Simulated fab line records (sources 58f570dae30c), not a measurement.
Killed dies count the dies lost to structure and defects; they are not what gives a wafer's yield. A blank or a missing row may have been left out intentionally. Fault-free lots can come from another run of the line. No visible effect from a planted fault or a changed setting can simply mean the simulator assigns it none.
A struck lot beside a sound one -- flow berkeley cmos170 -- 13 out of 331 route steps
Sound: these wafers, L293.1, L293.3, L293.6. Wafers struck: L299.1, L299.3, L299.5. Last of all comes the cause.
Per side, at each step with rows, come the tool, then ch with its chambers, and then its first start. Under that, the readings that differ: sound wafers -- struck wafers -- difference of the means -- sigmas: that difference in standard deviations of wafers without a fault.
alike: a reading whose means differ by less than 2 such deviations, as well as words and numbers matching on both sides. not compared: withheld readings; readings where some wafer has no value; bounds like >300 that might hide an equal value; numbers whose values overlap and for which the record gives no deviation.
A row with sigmas, a row that says differs or no value, or rows on one side alone: a step with any of these is where the two part. Numbers that have no deviation but don't overlap get no sigmas and don't part them. A reading that every wafer of one side lacks parts them only if that side has two wafers or more.

first, 2 steps without rows for these wafers: UCB170_NLDD_PEB_04; UCB170_NLDD_DEVELOP_05 (develop time 45 s).
UCB170_NLDD_CD_MEAS_06: the cd target is 1200 nm.
  sound: cd sem-01 at day 6 12:01; struck: cd sem-02 at day 7 19:29
  alike: cd nm
UCB170_NLDD_OVL_MEAS_07:
  sound: overlay-01 at day 6 12:08; struck: overlay-02 at day 7 19:36
  alike: NLDD_OVL
then, 2 steps without rows for these wafers: UCB170_NLDD_IMPLANT_08; UCB170_NLDD_IMPLANT_09.
UCB170_NLDD_STRIP_10: strips in O2.
  sound on plasma asher-03 ch 0,1, day 6 12:29; struck on plasma asher-03 ch 0,1, day 7 19:56
  alike: drypump motor current A, o2 flow sccm, oes product au, strip time to endpoint s
  not compared: rf hours counter h
UCB170_NLDD_TW_MEAS_11:
  sound: film metro-01 at day 6 12:35; struck: film metro-02 at day 7 20:02
  alike: NLDD_TW
then, 1 step without rows for these wafers: UCB170_NLDD_CLEAN_12 (cleans in SPM, time 600 s).
UCB170_SPACER_CVD_00: deposits SiO2 from TEOS/O2, target thk 376 nm, time 47 s.
  sound on pecvd-04 ch 0,2, day 6 12:49; struck on pecvd-04 ch 0,1,2, day 7 20:48
  alike: heater power w
UCB170_SPACER_THK_MEAS_01:
  sound: film metro-01 at day 6 12:51; struck: film metro-03 at day 7 20:51
  alike: SPACER_TEOS_THK
then, 1 step without rows for these wafers: UCB170_SPACER_ANNEAL_02 (time 1800 s).
UCB170_SPACER_ETCHBACK_03: etches SiO2 in CHF3/CF4/Ar, stops on Si, target depth 376 nm, time 100 s.
  sound on rie diel-01 ch 0,1,2, day 6 18:17; struck on rie diel-03 ch 2,3, day 8 01:20
  no value came back on the struck wafers for any of 6 readings (CHF3_flow_sccm (sccm), cf4 flow sccm (sccm) and others); on the sound wafers CHF3_flow_sccm (sccm) reads 50.19 49.77 50.26
reading,sound,struck,difference,sigmas
model.SiO2_of_SPACER_CVD_00.thk nm (nm),0 0 0,369.6 374.5 380.5,+374.9,
model.poly-Si_of_GATE_CVD_04.thk nm (nm),209.7 211.2 210.4,213 214.7 213.6,+3,
  not compared: rf hours counter h

WHERE THEY PART
Only at UCB170_SPACER_ETCHBACK_03, within this record.

WHY: the cause the simulator had injected
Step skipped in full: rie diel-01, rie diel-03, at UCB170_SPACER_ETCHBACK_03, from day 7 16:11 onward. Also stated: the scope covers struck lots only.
